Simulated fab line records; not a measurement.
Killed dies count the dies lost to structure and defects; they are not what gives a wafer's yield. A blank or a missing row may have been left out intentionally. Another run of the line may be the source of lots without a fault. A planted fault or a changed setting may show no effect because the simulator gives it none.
A struck lot beside a sound one -- flow rit cmos -- 14 out of 202 route steps
Sound: wafers L165.1, L165.2, L165.3. The struck wafers were L168.1, L168.4, L168.6. The cause is given at the end.
Per side, at each step with rows, come the tool, then ch with its chambers, and then its first start. Under that, the readings that differ: sound wafers -- struck wafers -- difference of the means -- sigmas: that difference in standard deviations of wafers without a fault.
alike: words and numbers the same on both sides, and readings whose means are apart by under 2 such deviations; not compared: readings that were withheld, readings missing a value for some wafer, numbers with overlapping values and no deviation given by the record, and bounds like >300 which may hide the same value.
Wherever a step has rows on one side only, a row that says differs or no value, or a row with sigmas, the two part there. Numbers that have no deviation but don't overlap get no sigmas and don't part them. Lack of a reading on every wafer of one side parts them only where that side has two or more wafers.

first, 2 steps without rows for these wafers: RIT_ACTIVE_CLEAN_17 (cleans in SC2, time 600 s); RIT_FOX1_OXIDATION_00 (target thk 350.7 nm, ox time 1130 s).
RIT_FOX1_THK_MEAS_01:
  struck on film metro-01, day 5 02:36; sound on film metro-03, day 4 11:43
  alike: FOX1_OXIDE_THK
then, 2 steps without rows for these wafers: RIT_FOX1_WET_ETCH_02 (etches SiO2 in BOE, target depth 350 nm, time 390 s); RIT_FOX2_OXIDATION_00 (target thk 350.7 nm, ox time 1130 s).
RIT_FOX2_THK_MEAS_01:
  struck on film metro-01, day 5 04:05; sound on film metro-02, day 4 13:12
  alike: FOX2_OXIDE_THK
then, 2 steps without rows for these wafers: RIT_FOX2_CLEAN_02 (cleans in dHF, time 180 s); RIT_FOX2_WET_ETCH_03 (etches Si3N4 in H3PO4, target depth 195 nm, time 2700 s).
RIT_FOX2_THK_MEAS_90:
  struck on film metro-04, day 5 04:58; sound on film metro-04, day 4 14:05
  alike: FIELD_OXIDE_LEFT_1_THK
then, 3 steps without rows for these wafers: RIT_NWELL_HMDS_00 (prime time 60 s); RIT_NWELL_COAT_01 (resist thk 1300 nm); RIT_NWELL_SOFTBAKE_02 (time 60 s).
RIT_NWELL_EXPOSE_03: exposes mask M2, target cd 43900 nm.
  struck on iline stepper-01, day 5 05:29; sound on iline stepper-01 ch 0, day 4 14:43
  no value came back on the struck wafers for exposure dose mJ cm2, focus offset nm (nm); on the sound wafers exposure dose mJ cm2 reads 250.16 249.77 250.16
  alike: mask
after that, 1 step had no rows for these wafers: RIT_NWELL_PEB_04.

WHERE THEY PART
Only at RIT_NWELL_EXPOSE_03, within this record.

WHY: the cause the simulator had injected
Skipped step whole: iline stepper-01, from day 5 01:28 on, at RIT_NWELL_EXPOSE_03. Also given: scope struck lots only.
